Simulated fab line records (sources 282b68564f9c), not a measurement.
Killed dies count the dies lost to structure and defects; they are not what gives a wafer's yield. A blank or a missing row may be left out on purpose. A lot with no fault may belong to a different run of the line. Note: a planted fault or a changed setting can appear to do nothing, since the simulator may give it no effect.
Which tool did it? | flow ritCmos | 15 lots (45 wafers sampled), 1 step of a 202-step route

== WHAT THE GAUGES SHOWED, per wafer ==
The record lacks any reading of a measuring or inspecting step that a usual standard deviation could be used to judge.

== EACH LOT AND THE TOOL THAT RAN IT (in order: tool; ch and the chambers of the sampled wafers; start) ==
lot  | RIT_PRETRO_COAT_01
L940 | lithoTrack-02 ch 0, day 2 14:13
L941 | lithoTrack-02 ch 0, day 2 18:55
L942 | lithoTrack-03 ch 0, day 3 00:03
L944 | lithoTrack-01 ch 0, day 3 08:17
L945 | lithoTrack-03 ch 0, day 3 15:10
L947 | lithoTrack-03 ch 0, day 4 18:24
L948 | lithoTrack-01 ch 0, day 4 18:38
L950 | lithoTrack-02 ch 0, day 4 23:47
L949 | lithoTrack-01 ch 0, day 5 00:12
L951 | lithoTrack-03 ch 0, day 5 00:26
L954 | lithoTrack-03 ch 0, day 5 18:46
L957 | lithoTrack-03 ch 0, day 6 02:21
L956 | lithoTrack-03 ch 0, day 6 02:57
L959 | lithoTrack-03 ch 0, day 6 07:31
L961 | lithoTrack-02 ch 0, day 6 19:15
- RIT_PRETRO_COAT_01: resist thk 1300 nm.

== AS READ BY THE TOOLS THEMSELVES (means over the sampled wafers that have a number; for cases with no such wafer, the mark the record gives instead) ==
RIT_PRETRO_COAT_01.
lot  | tool          | spinSpeedRpm (rpm)
L940 | lithoTrack-02 | 2000.1
L941 | lithoTrack-02 | 1997.9
L942 | lithoTrack-03 | 2000.2
L944 | lithoTrack-01 | 1999.7
L945 | lithoTrack-03 | 2000.3
L947 | lithoTrack-03 | 2000.6
L948 | lithoTrack-01 | 1999.9
L950 | lithoTrack-02 | 1999.1
L949 | lithoTrack-01 | 2000.5
L951 | lithoTrack-03 | 1997.7
L954 | lithoTrack-03 | 2001.6
L957 | lithoTrack-03 | 2121.7
L956 | lithoTrack-03 | 2123.0
L959 | lithoTrack-03 | 2120.4
L961 | lithoTrack-02 | 2000.0

== THE ANSWER, worked out from the rows above alone ==
Rule: the usual values come from the lots themselves. The widest of any qualifying gaps counts: lots, ordered by their means at a reading, are off when they make up no more than a third of the lots, leave a main group of 4 or more, and stand apart from it by 3 or more times the standard deviation of that group's means. A main group is skipped when, at the precision printed for the reading in the tables above, its means are all equal. A lot without any number at a reading at which 4 lots or more have one is off too. The other lots that the step has rows for count as sound. After the gauges, taken in route order, come the tools' own readings; for these a lot's mean is taken, as printed above. At the first step where some lot is off, the reading lying furthest off is the one used; lots without a number count as furthest.
Off: L957, L956, L959 (RIT_PRETRO_COAT_01, spinSpeedRpm). For the main group the mean is 1999.8 rpm and the standard deviation 1.1.
A tool fits if, at that step or a process step before it, it ran every lot that is off, and no sound lot after the first of them. One candidate fits, namely lithoTrack-03 at RIT_PRETRO_COAT_01. Its last sound lot is L954 (day 5 18:46), its first lot that is off L957 (day 6 02:21): a fault that began between those two fits.
On the lots that are off, the tool's own readings at RIT_PRETRO_COAT_01 differ by more than 5 times the standard deviation of the sound lots' means, which bears it out; spinSpeedRpm reads 2121.7 rpm there versus 1999.8 rpm on the sound lots.

== WHAT THE SIMULATOR HAD PUT IN ==
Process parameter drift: lithoTrack-03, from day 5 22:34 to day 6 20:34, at RIT_PRETRO_COAT_01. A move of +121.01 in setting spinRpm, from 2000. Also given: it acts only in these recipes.
Struck lots among those shown: L957, L956, L959. The same result came from the rule above.
